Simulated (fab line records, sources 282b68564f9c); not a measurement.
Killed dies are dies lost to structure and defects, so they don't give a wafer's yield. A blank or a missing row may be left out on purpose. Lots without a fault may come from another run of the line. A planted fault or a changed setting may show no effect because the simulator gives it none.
fab line records | flow rit_cmos
record lots=7 wafers=21 last_day=7
route steps=202 shown CONTACT@172 M1@184
lots that met no fault: from a run of the same line without faults
start_h: hours from the record's first day to the start of the lot's first wafer shown | wait_h: hours since the lot's step before | " the same as in the row above | L1.1+2: a row that stands for several wafers | - no value, or no start given | * or withheld: withheld | < > ~ a bound
route shown NAME@n: a module of which the file shows steps, and the number in the route of the first | usual: mean/standard deviation of fault-free wafers | same: alike in all rows | chamber/n: place in a boat | sites: the reading at each site | _std_site: their standard deviation | _edge_site: outer sites' mean less inner sites' | radius_mm: how far each site lies from the wafer's centre | mask NAME#n: copy n | behind: the tool/chamber that last shaped the wafer | hold: why the lot was held/for how many hours/how that ended | device: the transistor (n, p or np) that didn't switch | end of line: the same wafers' tests at the end of the route | a step without rows: its recipe alone | killed: dies lost to structure and defects at the first sort, not the wafer's yield | map: a wafer's dies, x killed, . not, _ none there
set.NAME: the setting as run; set.NAME@STEP: as run at that earlier step | model.NAME: the simulator's own value behind a step, which no gauge read
lots at some steps of the route; a table a step, a row a wafer
services: from which hour (start_h, from the record's first day; less than 0 if before it) a tool's chamber was out of use, for how many hours, and why
## steps
# step RIT_CONTACT_SOFTBAKE_04
# recipe resist=NOVOLAK temp_c=90 time_s=60
# step RIT_CONTACT_EXPOSE_05
# recipe mask_id=M11 na=0.6 source_shape=conventional sigma_outer=0.5 target_cd_nm=1000 dose_mj=250
# step RIT_CONTACT_PEB_06
# recipe resist=NOVOLAK temp_c=withheld time_s=withheld
# step RIT_CONTACT_DEVELOP_07
# recipe resist=NOVOLAK develop_time_s=120 dev_temp_c=23
# step RIT_CONTACT_CD_MEAS_08
# recipe target_cd_nm=1000
# usual cd_nm=999.4/2.2
# columns lot.wafer tool chamber start_h wait_h cd_nm
L840.2 cd_sem-02 - 56.09 - 997.1
L840.4 " - " " 997.8
L840.5 " - " " 998.5
L845.2 cd_sem-02 - 78.77 - 1000.5
L845.3 " - " " 998.8
L845.6 " - " " 1002.1
L850.1 cd_sem-01 - 106.70 - 999.3
L850.4 " - " " 999.4
L850.5 " - " " 998.9
L852.2 cd_sem-01 - 116.51 - 998.2
L852.3 " - " " 1000.1
L852.5 " - " " 998.7
L854.1 cd_sem-01 - 126.57 - 997.0
L854.2 " - " " 998.0
L854.3 " - " " 998.8
L861.2 cd_sem-02 - 158.51 - 998.9
L861.3 " - " " 996.2
L861.5 " - " " 996.3
L863.1 cd_sem-02 - 173.15 - 997.5
L863.4 " - " " 998.5
L863.5 " - " " 997.0
# step RIT_CONTACT_OVL_MEAS_09
# usual CONTACT_OVL=-0.3/1.3
# columns lot.wafer tool chamber start_h wait_h CONTACT_OVL[nm]
L840.2 overlay-02 - 56.19 0.1 -1.0
L840.4 " - " " -1.8
L840.5 " - " " 0.5
L845.2 overlay-02 - 78.88 0.1 -0.6
L845.3 " - " " -1.1
L845.6 " - " " -1.3
L850.1 overlay-02 - 106.82 0.1 1.2
L850.4 " - " " 0.8
L850.5 " - " " 2.7
L852.2 overlay-02 - 116.62 0.1 -0.3
L852.3 " - " " -1.0
L852.5 " - " " -1.1
L854.1 overlay-01 - 126.69 0.1 0.1
L854.2 " - " " -0.8
L854.3 " - " " -0.3
L861.2 overlay-01 - 158.61 0.1 -0.3
L861.3 " - " " -0.3
L861.5 " - " " -2.1
L863.1 overlay-01 - 173.27 0.1 -1.5
L863.4 " - " " -1.7
L863.5 " - " " -0.9
# step RIT_CONTACT_HARDBAKE_10
# recipe resist=NOVOLAK temp_c=140 time_s=60
# step RIT_CONTACT_ETCH_11
# recipe target_depth_a=4800 over_etch_frac=0.2 stop_on=TiSi2 chemistry=CHF3/CF4/Ar target=SiO2 CHF3_flow_sccm=50 cf4_flow_sccm=10 Ar_flow_sccm=100 O2_flow_sccm=5 pressure_mtorr=100 rf_w=200 time_s=320
# usual drypump_motor_current_A=5.6/0.54 oes_product_au=0.994/0.01 throttle_valve_pct=8.81/0.14
# columns lot.wafer tool chamber start_h wait_h drypump_motor_current_A oes_product_au rf_hours_counter_h throttle_valve_pct
L840.2 rie_diel-03 2 56.37 0.1 5.1 0.984 41 8.79
L840.4 " 3 " " 5.8 1.001 119 8.58
L840.5 " 0 " " 4.9 1.008 - 9.07
L845.2 rie_diel-01 0 79.06 0.1 6.2 0.985 143 8.93
L845.3 " 2 " " 6.3 1.009 156 8.68
L845.6 " 2 " " 6.3 1.014 - 8.70
L850.1 rie_diel-03 0 107.10 0.1 4.9 1.008 13 9.06
L850.4 " 2 " " 5.1 0.975 41 8.77
L850.5 " 2 " " 5.1 0.978 - 8.77
L852.2 rie_diel-01 1 116.80 0.1 6.0 1.001 148 8.97
L852.3 " 3 " " 6.7 1.003 80 8.76
L852.5 " 0 " " 6.2 0.984 - 8.93
L854.1 rie_diel-02 0 126.88 0.1 5.8 0.979 91 8.76
L854.2 " 1 " " 5.7 0.990 86 8.96
L854.3 " 3 " " 5.1 0.991 10 8.66
L861.2 rie_diel-01 0 158.79 0.1 6.2 0.980 145 8.91
L861.3 " 2 " " 6.3 1.001 1 8.70
L861.5 " 3 " " 6.7 1.010 - 8.76
L863.1 rie_diel-02 0 173.58 0.1 5.7 0.982 91 8.74
L863.4 " 1 " " 5.8 0.994 87 8.95
L863.5 " 0 " " 5.7 0.983 - 8.73
# step RIT_CONTACT_STRIP_12
# recipe chemistry=O2 time_s=180 resist=NOVOLAK platen_temp_c=withheld power_w=500 pressure_mtorr=4000 o2_flow_sccm=4000
# usual drypump_motor_current_A=5.6/0.41 o2_flow_sccm=3997/13
# columns lot.wafer tool chamber start_h wait_h drypump_motor_current_A o2_flow_sccm rf_hours_counter_h
L840.2 plasma_asher-04 0 56.57 0.1 5.3 3986 41
L840.4 " 1 " " 6.0 4019 -
L840.5 " 0 " " 5.3 3988 -
L845.2 plasma_asher-03 0 79.25 0.1 5.2 3999 24
L845.3 " 1 " " 5.4 3987 -
L845.6 " 0 " " 5.2 3972 -
L850.1 plasma_asher-03 0 107.30 0.1 5.2 4005 27
L850.4 " 1 " " 5.4 4003 -
L850.5 " 1 " " 5.4 4018 -
L852.2 plasma_asher-03 0 116.99 0.1 5.2 4007 27
L852.3 " 1 " " 5.4 3995 -
L852.5 " 1 " " 5.4 3999 -
L854.1 plasma_asher-02 1 127.07 0.1 5.2 3987 1
L854.2 " 0 " " 6.2 3982 1
L854.3 " 1 " " 5.3 3996 -
L861.2 plasma_asher-03 1 158.99 0.1 5.4 4000 32
L861.3 " 1 " " 5.4 3999 -
L861.5 " 0 " " 5.2 3999 -
L863.1 plasma_asher-03 1 173.77 0.1 5.4 4016 33
L863.4 " 1 " " 5.4 4007 -
L863.5 " 1 " " 5.4 4012 -
# step RIT_CONTACT_CD_MEAS_90
# recipe target_cd_nm=1000
# usual cd_nm=999.3/2.2
# columns lot.wafer tool chamber start_h wait_h cd_nm
L840.2 cd_sem-01 - 56.76 0.1 997.0
L840.4 " - " " 998.1
L840.5 " - " " 998.6
L845.2 cd_sem-02 - 79.45 0.1 1000.7
L845.3 " - " " 998.5
L845.6 " - " " 1001.7
L850.1 cd_sem-02 - 107.47 0.1 999.7
L850.4 " - " " 998.9
L850.5 " - " " 998.4
L852.2 cd_sem-01 - 117.19 0.1 998.4
L852.3 " - " " 1000.2
L852.5 " - " " 999.0
L854.1 cd_sem-01 - 127.25 0.1 997.2
L854.2 " - " " 998.4
L854.3 " - " " 999.4
L861.2 cd_sem-01 - 159.18 0.1 999.0
L861.3 " - " " 995.7
L861.5 " - " " 996.7
L863.1 cd_sem-01 - 173.95 0.1 997.4
L863.4 " - " " 998.3
L863.5 " - " " 996.4
# step RIT_CONTACT_CLEAN_13
# recipe chemistry=SC1 mix=3:3:50 time_s=600 temp_c=75
# step RIT_CONTACT_CLEAN_14
# recipe chemistry=SC2 mix=3:3:50 time_s=600 temp_c=75 dry=n2_spin
# step RIT_M1_SPUTTER_00
# recipe material=Al target_thk_nm=400 power_w=2000 chamber_pressure_pa=0.4 gas=Ar time_s=500 substrate_temp_c=25
# usual chamber_pressure_pa=0.4000/0.00077 throttle_valve_pct=29.9/0.89
# columns lot.wafer tool chamber start_h wait_h chamber_pressure_pa throttle_valve_pct
L840.2 pvd_sputter-04 - 57.23 0.0 0.4001 28.7
L840.4 " - " " 0.4009 30.1
L840.5 " - " " 0.4007 30.3
L845.2 pvd_sputter-01 - 80.07 0.0 0.4003 30.7
L845.3 " - " " 0.4007 28.5
L845.6 " - " " 0.3997 30.4
L850.1 pvd_sputter-04 - 107.96 0.0 0.4189 28.5
L850.4 " - " " 0.4182 29.6
L850.5 " - " " 0.4185 29.4
L852.2 pvd_sputter-04 - 117.67 0.0 0.4182 29.3
L852.3 " - " " 0.4190 28.3
L852.5 " - " " 0.4177 28.4
L854.1 pvd_sputter-04 - 127.75 0.0 0.4193 29.4
L854.2 " - " " 0.4183 30.7
L854.3 " - " " 0.4186 28.4
L861.2 pvd_sputter-01 - 159.67 0.0 0.4004 30.9
L861.3 " - " " 0.3977 28.7
L861.5 " - " " 0.4002 29.0
L863.1 pvd_sputter-02 - 174.42 0.0 0.4008 31.1
L863.4 " - " " 0.3994 29.6
L863.5 " - " " 0.3994 30.7
# step RIT_M1_RS_MEAS_01
# recipe thk_meas_gauge=four-point-probe reads=Al_of_M1_SPUTTER_00
# usual M1_AL_RS=0.0729/0.00083
# columns lot.wafer tool chamber start_h wait_h M1_AL_RS[ohm/sq]
L840.2 film_metro-02 - 57.54 0.2 0.0726
L840.4 " - " " 0.0732
L840.5 " - " " 0.0729
L845.2 film_metro-04 - 80.39 0.2 0.0734
L845.3 " - " " 0.0743
L845.6 " - " " 0.0745
L850.1 film_metro-02 - 108.25 0.1 0.0732
L850.4 " - " " 0.0737
L850.5 " - " " 0.0743
L852.2 film_metro-02 - 117.99 0.2 0.0731
L852.3 " - " " 0.0731
L852.5 " - " " 0.0735
L854.1 film_metro-02 - 128.04 0.1 0.0744
L854.2 " - " " 0.0731
L854.3 " - " " 0.0735
L861.2 film_metro-02 - 159.98 0.2 0.0737
L861.3 " - " " 0.0742
L861.5 " - " " 0.0738
L863.1 film_metro-02 - 174.71 0.1 0.0731
L863.4 " - " " 0.0735
L863.5 " - " " 0.0726
# step RIT_M1_THK_MEAS_02
# recipe thk_meas_gauge=xrf reads=Al_of_M1_SPUTTER_00
# usual M1_AL_THK=401/6
# columns lot.wafer tool chamber start_h wait_h M1_AL_THK[nm]
L840.2 film_metro-02 - 57.65 0.1 405
L840.4 " - " " 401
L840.5 " - " " 402
L845.2 film_metro-04 - 80.50 0.1 397
L845.3 " - " " 391
L845.6 " - " " 391
L850.1 film_metro-02 - 108.37 0.1 404
L850.4 " - " " 401
L850.5 " - " " 397
L852.2 film_metro-02 - 118.10 0.1 406
L852.3 " - " " 402
L852.5 " - " " 401
L854.1 film_metro-02 - 128.16 0.1 400
L854.2 " - " " 403
L854.3 " - " " 402
L861.2 film_metro-02 - 160.09 0.1 402
L861.3 " - " " 396
L861.5 " - " " 398
L863.1 film_metro-02 - 174.83 0.1 402
L863.4 " - " " 399
L863.5 " - " " 406
# step RIT_M1_HMDS_03
# recipe prime_time_s=60 prime_temp_c=140
# step RIT_M1_COAT_04
# recipe resist=NOVOLAK spin_rpm=2000 resist_thk_nm=1300
# step RIT_M1_SOFTBAKE_05
# recipe resist=NOVOLAK temp_c=90 time_s=60
# step RIT_M1_EXPOSE_06
# recipe mask_id=M12 na=0.6 source_shape=conventional sigma_outer=0.5 target_cd_nm=2600 dose_mj=250
# step RIT_M1_PEB_07
# recipe resist=NOVOLAK temp_c=withheld time_s=withheld
# step RIT_M1_DEVELOP_08
# recipe resist=NOVOLAK develop_time_s=68 dev_temp_c=23
# step RIT_M1_CD_MEAS_09
# recipe target_cd_nm=2600
# usual cd_nm=2600.4/2.4
# columns lot.wafer tool chamber start_h wait_h hold cd_nm
L840.2 cd_sem-02 - 58.89 - - 2602.2
L840.4 " - " " - 2602.7
L840.5 " - " " - 2604.1
L845.2 cd_sem-02 - 81.45 - - 2596.3
L845.3 " - " " - 2598.6
L845.6 " - " " - 2600.3
L850.1 cd_sem-01 - 109.44 - - 2601.0
L850.4 " - " " - 2601.4
L850.5 " - " " - 2603.4
L852.2 cd_sem-02 - 119.17 - - 2600.0
L852.3 " - " " - 2601.2
L852.5 " - " " - 2601.2
L854.1 cd_sem-02 - 129.23 - await_dispo/0.2h/release 2635.7
L854.2 " - " " await_dispo/0.2h/release 2636.4
L854.3 " - " " await_dispo/0.2h/release 2633.7
L854.1 cd_sem-02 - 129.52 0.3 - 2635.5
L854.2 " - " " - 2636.0
L854.3 " - " " - 2633.9
L861.2 cd_sem-01 - 161.16 - - 2597.9
L861.3 " - " " - 2600.9
L861.5 " - " " - 2598.5
L863.1 cd_sem-01 - 175.91 - - 2597.0
L863.4 " - " " - 2596.0
L863.5 " - " " - 2595.4
# step RIT_M1_OVL_MEAS_10
# usual M1_OVL=-1.1/1.4
# columns lot.wafer tool chamber start_h wait_h hold M1_OVL[nm]
L840.2 overlay-01 - 58.99 0.1 - -2.0
L840.4 " - " " - -3.4
L840.5 " - " " - -1.2
L845.2 overlay-01 - 81.55 0.1 - -2.2
L845.3 " - " " - -0.9
L845.6 " - " " - -1.3
L850.1 overlay-01 - 109.56 0.1 - -2.5
L850.4 " - " " - -0.6
L850.5 " - " " - -0.9
L852.2 overlay-01 - 119.28 0.1 - -3.0
L852.3 " - " " - -2.1
L852.5 " - " " - -2.7
L854.1 overlay-02 - 132.42 2.9 await_dispo/2.8h/release 0.6
L854.2 " - " " await_dispo/2.8h/release 0.6
L854.3 " - " " await_dispo/2.8h/release -0.5
L861.2 overlay-02 - 161.27 0.1 - -3.2
L861.3 " - " " - -3.9
L861.5 " - " " - -4.4
L863.1 overlay-01 - 176.03 0.1 - -3.0
L863.4 " - " " - -0.9
L863.5 " - " " - -3.5
# step RIT_M1_HARDBAKE_11
# recipe resist=NOVOLAK temp_c=140 time_s=120
# step RIT_M1_METAL_ETCH_12
# recipe stop_on=SiO2 chemistry=Cl2/BCl3 target=Al time_s=165 over_etch_frac=0.5 pressure_mtorr=100 target_depth_a=6000 rf_w=250 Cl2_flow_sccm=60 bcl3_flow_sccm=50
# usual drypump_motor_current_A=5.9/0.57 mfc_cl2_sccm=60.03/0.16 oes_product_au=0.787/0.01 throttle_valve_pct=8.33/0.088
# columns lot.wafer tool chamber start_h wait_h drypump_motor_current_A mfc_cl2_sccm oes_product_au rf_hours_counter_h throttle_valve_pct model.M1.cd_nm
L840.2 rie_metal-03 1 59.27 0.2 4.9 60.05 0.790 34 8.28 2603
L840.4 " 0 " " 6.6 59.97 0.797 - 8.38 2603
L840.5 " 0 " " 6.6 60.09 0.805 - 8.38 2604
L845.2 rie_metal-02 1 81.89 0.2 5.7 60.27 0.789 - 8.25 2598
L845.3 " 1 " " 5.7 60.51 0.783 - 8.25 2601
L845.6 " 1 " " 5.7 60.27 0.792 - 8.27 2603
L850.1 rie_metal-04 0 109.84 0.2 5.9 59.88 0.778 4 8.50 2601
L850.4 " 1 " " 6.5 60.09 0.786 - 8.32 2601
L850.5 " 1 " " 6.5 60.21 0.779 - 8.32 2603
L852.2 rie_metal-03 1 119.56 0.2 4.9 60.02 0.788 35 8.28 2601
L852.3 " 0 " " 6.6 59.88 0.797 - 8.38 2602
L852.5 " 0 " " 6.6 60.10 0.790 - 8.38 2600
L854.1 rie_metal-02 1 132.71 0.2 5.7 59.84 0.786 4 8.26 2638
L854.2 " 1 " " 5.7 59.82 0.785 - 8.26 2639
L854.3 " 1 " " 5.7 60.26 0.794 - 8.25 2638
L861.2 rie_metal-04 1 161.55 0.2 6.5 60.03 0.786 5 8.30 2599
L861.3 " 0 " " 6.0 60.17 0.770 - 8.51 2600
L861.5 " 0 " " 5.9 59.94 0.780 - 8.50 2597
L863.1 rie_metal-03 1 176.32 0.2 4.9 59.87 0.763 0 8.26 -
L863.4 " 1 " " 4.9 60.07 0.765 - 8.28 2596
L863.5 " 0 " " 6.6 59.97 0.789 - 8.37 2596
# step RIT_M1_STRIP_13
# recipe chemistry=nmp resist=NOVOLAK temp_c=80 time_s=600 dry=n2_spin
# step RIT_M1_PROBE_99
# usual defect_limited_yield=97.4/1.2 killed_at_contacts=0.1/0.32 killed_at_front_end=7/3 killed_dies=7/3.1 killed_open=3.3/1.8 killed_short=3.6/2 sort_bin_3_pad_short=0.1/0.22 sort_bin_5_function=1.4/0.84 sort_bin_6_memory=1.0/0.67 sort_n_pass=257/3.1 sort_yield_pct=97.4/1.2
# same gross_dies=264 killed_at_M0_to_M3=0 killed_at_M4_up=0 killed_at_back_side=0 killed_at_other=0
# columns lot.wafer tool chamber start_h wait_h defect_limited_yield[%] killed_at_contacts killed_at_front_end killed_dies killed_open killed_short sort_bin_3_pad_short[%] sort_bin_5_function[%] sort_bin_6_memory[%] sort_n_pass sort_yield_pct[%]
L840.2 prober-01 - 61.59 0.1 98.1 0 5 5 3 2 0.4 1.1 0.4 259 98.1
L840.4 prober-01 - 61.69 0.2 93.6 0 17 17 4 13 0.4 3.4 2.7 247 93.6
L840.5 prober-01 - 61.74 0.2 98.5 0 4 4 2 2 0.4 0.8 0.4 260 98.5
L845.2 prober-02 - 84.50 0.1 97.0 0 8 8 3 5 0 1.5 1.5 256 97.0
L845.3 prober-02 - 84.55 0.2 98.5 0 4 4 1 3 0 0.4 1.1 260 98.5
L845.6 prober-02 - 84.70 0.2 98.1 0 5 5 3 2 0 1.5 0.4 259 98.1
L850.1 prober-01 - 112.27 0.1 98.5 0 4 4 1 3 0 0.4 1.1 260 98.5
L850.4 prober-01 - 112.42 0.2 97.3 0 7 7 4 3 0 1.9 0.8 257 97.3
L850.5 prober-01 - 112.47 0.2 97.0 0 8 8 4 4 0.4 1.1 1.5 256 97.0
L852.2 prober-01 - 121.86 0.1 96.6 0 9 9 7 2 0 2.3 1.1 255 96.6
L852.3 prober-01 - 121.91 0.2 97.0 0 8 8 3 5 0 1.1 1.9 256 97.0
L852.5 prober-01 - 122.01 0.2 98.5 0 4 4 1 3 0 0.8 0.8 260 98.5
L854.1 prober-01 - 136.80 0.1 98.5 0 4 4 1 3 0 0.4 1.1 260 98.5
L854.2 prober-01 - 136.85 0.1 96.2 0 10 10 7 3 0 2.7 1.1 254 96.2
L854.3 prober-01 - 136.90 0.2 98.5 0 4 4 1 3 0 1.1 0.4 260 98.5
L861.2 prober-02 - 163.92 0.1 98.1 0 5 5 4 1 0 1.1 0.8 259 98.1
L861.3 prober-02 - 163.97 0.2 97.3 1 6 7 3 4 0.4 1.5 0.8 257 97.3
L861.5 prober-02 - 164.07 0.2 94.7 1 13 14 5 8 0.4 3.8 1.1 250 94.7
L863.1 prober-02 - 178.57 0.1 95.8 0 11 11 5 6 0.4 3.0 0.8 253 95.8
L863.4 prober-02 - 178.72 0.2 98.5 0 4 4 1 3 0 0 1.5 260 98.5
L863.5 prober-02 - 178.77 0.2 96.6 0 9 9 3 6 0.4 1.1 1.9 255 96.6
# killed by level:class
L840.2 FOX1:geometric_particle:open=2 REOX:geometric_particle:short=1 REOX:geometric_particle:open=1 SPACER:geometric_particle:short=1
L840.4 GATE:geometric_particle:short=9 FOX1:geometric_particle:short=2 SILICIDE:geometric_particle:open=2 ACTIVE:geometric_particle:short=1 FOX1:geometric_particle:open=1 GATE:geometric_particle:open=1 REOX:geometric_particle:short=1
L840.5 FOX2:geometric_particle:open=1 GATE:geometric_particle:open=1 GATE:geometric_particle:short=1 REOX:geometric_particle:short=1
L845.2 GATE:geometric_particle:open=3 GATE:geometric_particle:short=3 REOX:geometric_particle:short=1 SILICIDE:geometric_particle:short=1
L845.3 REOX:geometric_particle:short=2 GATE:geometric_particle:open=1 GATE:geometric_particle:short=1
L845.6 GATE:geometric_particle:open=2 FOX1:geometric_particle:short=1 GATE:geometric_particle:short=1 SILICIDE:geometric_particle:open=1
L850.1 FOX1:geometric_particle:open=1 FOX1:geometric_particle:short=1 GATE:geometric_particle:short=1 SPACER:geometric_particle:short=1
L850.4 SILICIDE:geometric_particle:open=3 GATE:geometric_particle:short=1 REOX:geometric_particle:short=1 SPACER:geometric_particle:short=1 STARTING-WAFER:geometric_particle:open=1
L850.5 REOX:geometric_particle:short=3 SPACER:geometric_particle:open=3 GATE:geometric_particle:open=1 GATE:geometric_particle:short=1
L852.2 GATE:geometric_particle:open=3 FOX1:geometric_particle:short=2 SILICIDE:geometric_particle:open=2 REOX:geometric_particle:open=1 SPACER:geometric_particle:open=1
L852.3 GATE:geometric_particle:short=2 FOX1:geometric_particle:short=1 GATE:geometric_particle:open=1 REOX:geometric_particle:open=1 REOX:geometric_particle:short=1 SILICIDE:geometric_particle:open=1 SILICIDE:geometric_particle:short=1
L852.5 FOX1:geometric_particle:short=2 REOX:geometric_particle:short=1 SILICIDE:geometric_particle:open=1
L854.1 GATE:geometric_particle:short=2 GATE:geometric_particle:open=1 REOX:geometric_particle:short=1
L854.2 GATE:geometric_particle:open=4 FOX2:geometric_particle:short=2 SPACER:geometric_particle:open=2 FOX1:geometric_particle:short=1 SILICIDE:geometric_particle:open=1
L854.3 FOX1:geometric_particle:short=1 FOX2:geometric_particle:short=1 SPACER:geometric_particle:short=1 SILICIDE:geometric_particle:open=1
L861.2 GATE:geometric_particle:open=3 FOX2:geometric_particle:open=1 GATE:geometric_particle:short=1
L861.3 SILICIDE:geometric_particle:open=2 FOX1:geometric_particle:short=1 FOX2:geometric_particle:short=1 GATE:geometric_particle:short=1 SPACER:geometric_particle:open=1 CONTACT:geometric_particle:short=1
L861.5 GATE:geometric_particle:short=5 GATE:geometric_particle:open=2 REOX:geometric_particle:short=2 ACTIVE:geometric_particle:short=1 FOX1:geometric_particle:open=1 SPACER:geometric_particle:open=1 SILICIDE:geometric_particle:open=1 CONTACT:coat_microbubble_printed=1
L863.1 REOX:geometric_particle:short=3 GATE:geometric_particle:short=2 REOX:geometric_particle:open=2 SILICIDE:geometric_particle:open=2 GATE:geometric_particle:open=1 SILICIDE:geometric_particle:short=1
L863.4 FOX1:geometric_particle:short=1 GATE:geometric_particle:short=1 SILICIDE:geometric_particle:short=1 SILICIDE:geometric_particle:open=1
L863.5 FOX1:geometric_particle:short=4 SILICIDE:geometric_particle:open=2 GATE:geometric_particle:short=1 REOX:geometric_particle:open=1 SILICIDE:geometric_particle:short=1
## services
# columns tool chamber start_h hours kind
rie_diel-02 3 34.64 1.4 repair
rie_diel-03 - 45.61 2.8 pm
rie_metal-02 0 46.48 102.1 repair
rie_diel-03 0 65.07 4.6 repair
plasma_asher-04 - 66.74 3.4 repair
pvd_sputter-02 - 69.07 2.4 repair
rie_diel-02 1 77.01 33.7 repair
pvd_sputter-02 - 94.72 1.7 repair
rie_diel-02 0 105.67 10.8 repair
plasma_asher-03 - 107.98 6.8 repair
plasma_asher-02 - 108.75 9.0 pm
rie_diel-01 2 117.40 - clean
rie_diel-01 2 117.40 20.2 scheduled_down
rie_diel-01 2 117.40 20.2 vent_cycle
rie_diel-02 1 122.31 3.4 repair
rie_metal-03 - 136.12 20.0 pm
rie_metal-03 0 136.12 20.0 vent_cycle
rie_metal-03 1 136.12 20.0 vent_cycle
plasma_asher-04 - 155.19 0.7 repair
rie_metal-03 0 156.12 - clean
rie_metal-03 1 156.12 - clean
rie_diel-01 1 157.92 - clean
rie_diel-01 0 166.76 6.1 repair
rie_diel-02 - 170.81 0.2 repair
## key
first_sign step=RIT_M1_SPUTTER_00 reading=chamber_pressure_pa direction=up sigmas=24 usual=0.4000 struck=0.4185
effect step=RIT_M1_CD_MEAS_09 reading=cd_nm direction=up sigmas=5 usual=2600.4 struck=2612.7 wafers_moved=3 through=control_loop
model_effect step=RIT_M1_METAL_ETCH_12 value=M1.cd_nm without=2604 struck=2614
met_at RIT_M1_SPUTTER_00
struck_wafers L850.1,L850.4,L850.5,L852.2,L852.3,L852.5,L854.1,L854.2,L854.3
loop_trim step=RIT_M1_EXPOSE_06 setting=dose lots=L854
onset_between 57.23 107.96
fault kind=process_parameter_drift tool=pvd_sputter-04 chamber=- onset_h=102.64 steps=RIT_M1_SPUTTER_00 channel=chamber_pressure_pa offset=0.019154 shape=step end_h=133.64 stated=0.4
# loop_trim: a control loop set the setting to another value than it would have without faults
